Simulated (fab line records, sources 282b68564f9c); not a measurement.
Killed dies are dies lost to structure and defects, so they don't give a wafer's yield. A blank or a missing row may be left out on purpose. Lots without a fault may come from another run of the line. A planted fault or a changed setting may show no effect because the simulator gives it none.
Split-lot experiment | flow rit_cmos | 5 lots, 23 wafers read, on a route of 202 steps

THE SPLIT
At RIT_ACTIVE_OXIDATION_01 (target thk 46.8 nm, ox time 3360 s), the setting ox_time_s was moved away from the recipe's 3360 s on 10 of the 23 wafers read, by -11.8% to +7.3%. The other wafers ran this setting at the recipe's value.

The file shows no step between the split and the reading.

THE READING
ACTIVE_OXIDE_THK, in nm, at RIT_ACTIVE_THK_MEAS_02. Fault-free wafers of this fab line usually give 46.3 nm, standard deviation 1.1 nm.

wafer  | tool, chamber at the split | ox_time_s as run, s | against the recipe | ACTIVE_OXIDE_THK, nm | against lot-mates on the recipe
L075.2 | -, -                       | 3360                | recipe             | 46.5                 | -
L075.3 | -, -                       | 3360                | recipe             | 45.9                 | -
L075.4 | -, -                       | 3360                | recipe             | 47.1                 | -
L075.5 | -, -                       | 3360                | recipe             | 45.8                 | -
L075.6 | -, -                       | 3360                | recipe             | 46.4                 | -
L080.1 | furnace-04, 0              | 3360                | recipe             | 45.7                 | -
L080.5 | furnace-04, 0              | 3360                | recipe             | 45.9                 | -
L080.6 | furnace-04, 0              | 3360                | recipe             | 45.8                 | -
L081.1 | -, -                       | 2962                | -11.8%             | 40.7                 | no lot-mate on the recipe
L081.2 | -, -                       | 2962                | -11.8%             | 41.5                 | no lot-mate on the recipe
L081.3 | -, -                       | 2962                | -11.8%             | 40.7                 | no lot-mate on the recipe
L081.4 | -, -                       | 2962                | -11.8%             | 41.2                 | no lot-mate on the recipe
L081.5 | -, -                       | 2962                | -11.8%             | 41.2                 | no lot-mate on the recipe
L082.1 | -, -                       | 3605                | +7.3%              | 48.5                 | no lot-mate on the recipe
L082.2 | -, -                       | 3605                | +7.3%              | 49.6                 | no lot-mate on the recipe
L082.3 | -, -                       | 3605                | +7.3%              | 49.0                 | no lot-mate on the recipe
L082.5 | -, -                       | 3605                | +7.3%              | 49.1                 | no lot-mate on the recipe
L082.6 | -, -                       | 3605                | +7.3%              | 48.7                 | no lot-mate on the recipe
L085.1 | -, -                       | 3360                | recipe             | 45.5                 | -
L085.2 | -, -                       | 3360                | recipe             | 45.0                 | -
L085.3 | -, -                       | 3360                | recipe             | 44.9                 | -
L085.4 | -, -                       | 3360                | recipe             | 45.2                 | -
L085.6 | -, -                       | 3360                | recipe             | 44.7                 | -

THE FIT
A straight line over all 23 wafers: ACTIVE_OXIDE_THK changes by +0.411 nm for each +1% of ox_time_s; r = +0.98; the points scatter about the line by 0.58 nm.
Too few moved wafers have a lot-mate on the recipe to fit a line with each lot's own level taken away.

THE WHOLE CHAIN: every reading that the file lists as answering this split, in the file's order
step                    | what it does                       | reading                                                                             | change (the file's fit)               | r (the file's)
RIT_ACTIVE_OXIDATION_01 | target thk 46.8 nm, ox time 3360 s | SiO2_of_ACTIVE_OXIDATION_01.thk_nm (the simulator's own value, which no gauge read) | +0.412 nm for each +1% of the setting | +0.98
RIT_ACTIVE_THK_MEAS_02  |                                    | ACTIVE_OXIDE_THK                                                                    | +0.411 for each +1% of the setting    | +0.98

THE FILE'S OWN FIT
ACTIVE_OXIDE_THK changes by +0.411 nm for each +1% of ox_time_s, r = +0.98.
